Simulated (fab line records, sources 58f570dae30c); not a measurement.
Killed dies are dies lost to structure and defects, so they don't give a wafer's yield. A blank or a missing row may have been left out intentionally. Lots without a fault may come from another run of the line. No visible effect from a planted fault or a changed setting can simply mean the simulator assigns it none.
What tool caused it? | flow berkeley_cmos170 | 14 lots with 42 wafers sampled at 3 steps, on a route of 331 steps

## WHAT THE GAUGES SHOWED, per wafer
UCB170_CONTACT_OVL_MEAS_16.
lot  | measured     | on         | CONTACT_OVL (nm)
L374 | day 8 04:05  | overlay-02 | -11 -12 -1
L373 | day 8 05:05  | overlay-02 | 4 6 5
L376 | day 8 20:05  | overlay-02 | 0 -3 -1
L378 | day 8 21:00  | overlay-02 | 3 9 4
L379 | day 9 03:23  | overlay-02 | 4 -4 7
L382 | day 9 17:28  | overlay-02 | 5 -3 2
L380 | day 9 17:46  | overlay-01 | 2 -3 4
L381 | day 9 19:43  | overlay-01 | 2 2 2
L385 | day 10 18:04 | overlay-02 | -7 -2 2
L384 | day 10 19:04 | overlay-02 | 1 3 5
L391 | day 12 01:59 | overlay-01 | -7 -8 -2
L392 | day 12 02:45 | overlay-01 | 4 11 13
L393 | day 12 20:04 | overlay-02 | -4 -2 0
L396 | day 13 08:00 | overlay-02 | -1 -5 -13

UCB170_CONTACT_CD_MEAS_90: target cd 700 nm.
lot  | measured     | on        | cd_nm (nm)
L374 | day 8 04:25  | cd_sem-02 | 700.4 700.7 701.4
L373 | day 8 05:24  | cd_sem-02 | 700.0 700.5 701.1
L376 | day 8 20:23  | cd_sem-01 | 700.2 700.7 699.5
L378 | day 8 21:37  | cd_sem-01 | 700.4 700.9 700.6
L379 | day 9 03:41  | cd_sem-01 | 701.5 702.8 702.6
L382 | day 9 17:48  | cd_sem-01 | 702.2 703.1 700.7
L380 | day 9 18:04  | cd_sem-02 | 702.6 700.4 702.5
L381 | day 9 20:02  | cd_sem-02 | 700.7 700.1 699.8
L385 | day 10 18:24 | cd_sem-01 | 701.7 700.8 699.8
L384 | day 10 19:22 | cd_sem-02 | 701.8 700.9 701.1
L391 | day 12 02:18 | cd_sem-02 | 701.1 701.9 700.4
L392 | day 12 03:04 | cd_sem-02 | 699.6 696.4 699.9
L393 | day 12 20:22 | cd_sem-01 | 702.1 701.4 702.5
L396 | day 13 08:19 | cd_sem-02 | 699.5 697.8 699.1

UCB170_V1_CD_MEAS_12: target cd 700 nm.
lot  | measured     | on        | cd_nm (nm)
L374 | day 8 12:56  | cd_sem-01 | 700.1 700.2 699.1
L373 | day 8 12:41  | cd_sem-01 | 700.1 698.1 698.2
L376 | day 9 01:44  | cd_sem-01 | 700.8 701.1 700.3
L378 | day 9 03:58  | cd_sem-01 | 700.7 700.4 700.3
L379 | day 9 10:52  | cd_sem-02 | 700.3 698.7 698.8
L382 | day 10 01:05 | cd_sem-01 | 700.3 703.3 700.8
L380 | day 10 01:24 | cd_sem-02 | 697.8 697.0 698.1
L381 | day 10 03:02 | cd_sem-02 | 699.2 699.4 699.2
L385 | day 11 00:25 | cd_sem-01 | 696.7 698.7 697.3
L384 | day 11 01:49 | cd_sem-02 | 703.5 701.9 701.7
L391 | day 12 08:29 | cd_sem-02 | 701.7 700.5 701.0
L392 | day 12 11:02 | cd_sem-01 | 698.4 697.7 698.5
L393 | day 13 01:42 | cd_sem-01 | 699.2 698.0 698.2
L396 | day 13 16:29 | cd_sem-02 | 700.2 700.7 701.1

## WHAT TOOL EACH LOT RAN ON (gives the tool, then ch and the chambers of the sampled wafers, and finally the start)
The record holds no process step before these readings.

## AS READ BY THE TOOLS THEMSELVES (means over the sampled wafers that have a number; for cases with no such wafer, the mark the record gives instead)
The record holds no such reading with a usual standard deviation.

## THE ANSWER, worked out from the rows above alone
Rule: usual is defined by the lots themselves. Put in order of their means at a reading, lots are off if they are a third of the lots or fewer, leave a main group of 4 or more, and stand apart from it by a gap of 3 or more times the standard deviation of the main group's means; of several such gaps the widest counts. Not used: any main group whose means are identical at the precision the tables above print for the reading. A lot without any number at a reading at which 4 lots or more have one is off too. All remaining lots with rows at the step are treated as sound. After the gauges, taken in route order, come the tools' own readings; for these a lot's mean is taken, as printed above. At the first step where some lot is off, the reading lying furthest off is the one used; lots without a number count as furthest.
Across all readings shown, no lot is off: no conclusion can be drawn from this.

## WHAT THE SIMULATOR PUT IN
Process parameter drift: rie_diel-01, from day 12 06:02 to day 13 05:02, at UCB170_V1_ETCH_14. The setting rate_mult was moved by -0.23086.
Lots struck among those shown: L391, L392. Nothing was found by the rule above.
